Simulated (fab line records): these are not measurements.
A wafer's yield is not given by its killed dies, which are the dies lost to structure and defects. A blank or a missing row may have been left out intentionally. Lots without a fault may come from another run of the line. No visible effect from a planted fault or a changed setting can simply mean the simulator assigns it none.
A struck lot beside a sound one -- flow berkeley cmos170 -- 18 out of 331 route steps
Sound: the wafers L924.1, L924.2, L924.3. Wafers struck: L933.2, L933.4, L933.5. Last of all comes the cause.
Order at every step that has rows: each side's tool, ch and its chambers, its first start. Under that, the readings that differ: sound wafers -- struck wafers -- difference of the means -- sigmas: that difference in standard deviations of wafers without a fault.
alike: readings whose means differ by less than 2 such deviations, and words and numbers that are the same on both sides. not compared: withheld readings, readings that some wafer has no value for, bounds like >300 that may hide the same value, and numbers for which the record gives no deviation and whose values overlap.
A row with sigmas, a row that says differs or no value, or rows on one side alone: a step with any of these is where the two part. Numbers that don't overlap but have no deviation are shown without sigmas and don't part them. A reading that every wafer of one side lacks parts them only if that side has two wafers or more.

first, 1 step without rows for these wafers: UCB170_ACTIVE_DEVELOP_12 (develop time 45 s).
UCB170_ACTIVE_CD_MEAS_13: the cd target is 1200 nm.
  sound: cd sem-01 at day 4 01:04; struck: cd sem-02 at day 6 08:26
  alike: cd nm
UCB170_ACTIVE_OVL_MEAS_14:
  sound: overlay-02 at day 4 01:11; struck: overlay-01 at day 6 08:32
  alike: ACTIVE_OVL
UCB170_ACTIVE_ETCH_15: etches Si3N4 in CH3F/Ar/O2, stops on SiO2, target depth 242 nm, time 151 s.
  sound on rie diel-04 ch 1,2,3, day 4 01:13; struck on rie diel-03 ch 1,2,3, day 6 08:34
  alike: drypump motor current A, oes product au, rf fwd power W, throttle valve pct
  not compared: rf hours counter h
UCB170_ACTIVE_STRIP_16: strips in O2.
  sound on plasma asher-02 ch 0,1, day 4 01:19; struck on plasma asher-02 ch 0,1, day 6 08:40
  alike: drypump motor current A, o2 flow sccm, oes product au, strip time to endpoint s
  not compared: rf hours counter h
UCB170_ACTIVE_CD_MEAS_90: the cd target is 1200 nm.
  sound: cd sem-01 at day 4 01:25; struck: cd sem-01 at day 6 08:50
  alike: cd nm
then, 6 steps without rows for these wafers: UCB170_ACTIVE_CLEAN_17 (cleans in SPM, time 600 s); UCB170_PFIELD_HMDS_00 (prime time 60 s); UCB170_PFIELD_COAT_01 (resist thk 900 nm); UCB170_PFIELD_SOFTBAKE_02 (time 60 s); UCB170_PFIELD_EXPOSE_03 (exposes mask PFIELD, target cd 1500 nm); UCB170_PFIELD_PEB_04.
UCB170_PFIELD_DEVELOP_05: develop time 45 s.
  sound on litho track-02 ch 0, day 4 02:00; struck on litho track-02 ch 0, day 6 09:00
UCB170_PFIELD_OVL_MEAS_06:
  sound: overlay-01 at day 4 02:54; struck: overlay-01 at day 6 10:05
  alike: PFIELD_OVL
then, 1 step without rows for these wafers: UCB170_PFIELD_IMPLANT_07.
UCB170_PFIELD_STRIP_08: strips in O2.
  sound on plasma asher-01 ch 0,1, day 4 03:05; struck on plasma asher-01 ch 0,1, day 6 10:16
  alike: drypump motor current A, o2 flow sccm, oes product au, strip time to endpoint s
  not compared: rf hours counter h
UCB170_PFIELD_TW_MEAS_09:
  sound: film metro-03 at day 4 03:11; struck: film metro-04 at day 6 10:22
reading,sound,struck,difference,sigmas
PFIELD_TW,608 607 604,62 63 63,-544,-99 or more
then, 1 step without rows for these wafers: UCB170_FIELD_CLEAN_00 (cleans in dHF, time 7.5 s).

== WHERE THEY PART ==
Within this record, at UCB170_PFIELD_TW_MEAS_09 only.

WHY: the cause the simulator had injected
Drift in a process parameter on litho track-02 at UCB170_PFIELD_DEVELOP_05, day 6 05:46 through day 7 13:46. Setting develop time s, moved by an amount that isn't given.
